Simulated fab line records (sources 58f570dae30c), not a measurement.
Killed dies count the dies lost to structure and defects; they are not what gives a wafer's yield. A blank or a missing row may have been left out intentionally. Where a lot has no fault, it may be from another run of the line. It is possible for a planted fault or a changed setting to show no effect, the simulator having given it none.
2 desks, one fault :: flow berkeleyCmos170 :: every desk sees just its own numbers, and what lay behind them comes last

## AT THE METROLOGY DESK
What the gauges read for every lot (on any tool): the sampled wafers with a number, averaged. A lot is out of limits, marked OUT, if its mean lies more than 4 standard deviations from the usual mean; the brackets give that distance.
Columns: A = cdNm at UCB170_M2_CD_MEAS_15, usual 700.4 nm; B = M2_OVL at UCB170_M2_OVL_MEAS_16, usual 3 nm; C = V2_TEOS_THK at UCB170_V2_THK_MEAS_01, usual 2019 nm
lot: L970
first seen here: day 7 04:32
A: 700.7
B: 6
C: 2033

lot: L972
first seen here: day 7 15:02
A: 700.8
B: 6
C: 2016

lot: L974
first seen here: day 7 15:41
A: 700.2
B: 3
C: 2027

lot: L975
first seen here: day 7 20:37
A: 703.0
B: 5
C: 1994

lot: L977
first seen here: day 8 14:42
A: 699.9
B: 1
C: 2029

lot: L976
first seen here: day 8 15:26
A: 702.7
B: 7
C: 2030

lot: L979
first seen here: day 9 11:27
A: 701.5
B: 2
C: 2026

lot: L981
first seen here: day 9 23:08
A: 698.7
B: 4
C: 2038

lot: L984
first seen here: day 10 16:13
A: 699.0
B: 1
C: 2022

lot: L983
first seen here: day 10 16:35
A: 701.0
B: 0
C: 2043

lot: L985
first seen here: day 11 09:34
A: 701.1
B: -1
C: 2016

lot: L986
first seen here: day 11 20:56
A: 678.4 (-16) OUT
B: 7
C: 2029

lot: L992
first seen here: day 12 08:29
A: 679.2 (-15) OUT
B: 5
C: 2018

lot: L993
first seen here: day 13 09:11
A: 700.5
B: 4
C: 2036
This desk's verdict: out of limits on L986, L992, starting with L986 at day 11 20:56 (cdNm at UCB170_M2_CD_MEAS_15). In limits: L970, L972, L974, L975, L977, L976, L979, L981, L984, L983, L985, L993.

## AT THE TOOL OWNER'S DESK: lithoTrack-04
For each lot that ran on this tool, the mean over its sampled wafers that have a number, from the tool's own readings at UCB170_M2_PEB_13. A lot is out of limits, marked OUT, if its mean lies more than 4 standard deviations from the usual mean; the brackets give that distance.
Columns: A = exhaustPa at UCB170_M2_PEB_13, usual 45.0 Pa; B = heaterPowerTotalW at UCB170_M2_PEB_13, usual 56.80 W; C = plateTempC at UCB170_M2_PEB_13, usual 129.97 C
lot: L972
first seen here: day 7 14:46
A: 44.3
B: 56.80
C: 129.94

lot: L974
first seen here: day 7 15:25
A: 45.4
B: 56.84
C: 130.10

lot: L977
first seen here: day 8 14:25
A: 44.6
B: 56.76
C: 129.96

lot: L981
first seen here: day 9 22:52
A: 45.7
B: 56.80
C: 129.92

lot: L984
first seen here: day 10 15:57
A: 45.5
B: 56.81
C: 129.82

lot: L986
first seen here: day 11 20:40
A: 45.3
B: 58.97 (+49) OUT
C: 133.84 (+28) OUT

lot: L992
first seen here: day 12 08:10
A: 45.9
B: 59.02 (+50) OUT
C: 133.83 (+28) OUT
This desk's verdict: out of limits on L986, L992, starting with L986 at day 11 20:40 (heaterPowerTotalW at UCB170_M2_PEB_13). In limits: L972, L974, L977, L981, L984.

## BROUGHT TOGETHER
At day 11 20:40, on L986, L992, the tool owner's desk was in a position to raise an alarm.
The metrology desk could have raised an alarm at day 11 20:56, on L986, L992.
Of the lots named, all ran UCB170_M2_PEB_13 on lithoTrack-04.

## WHAT THE SIMULATOR HAD INSERTED
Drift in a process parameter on lithoTrack-04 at UCB170_M2_PEB_13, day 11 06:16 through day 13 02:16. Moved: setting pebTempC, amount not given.
Lots struck among those shown: L986, L992.
Hours from the fault's start to each desk's first reading out of limits: the tool owner's desk, 14; the metrology desk, 15.
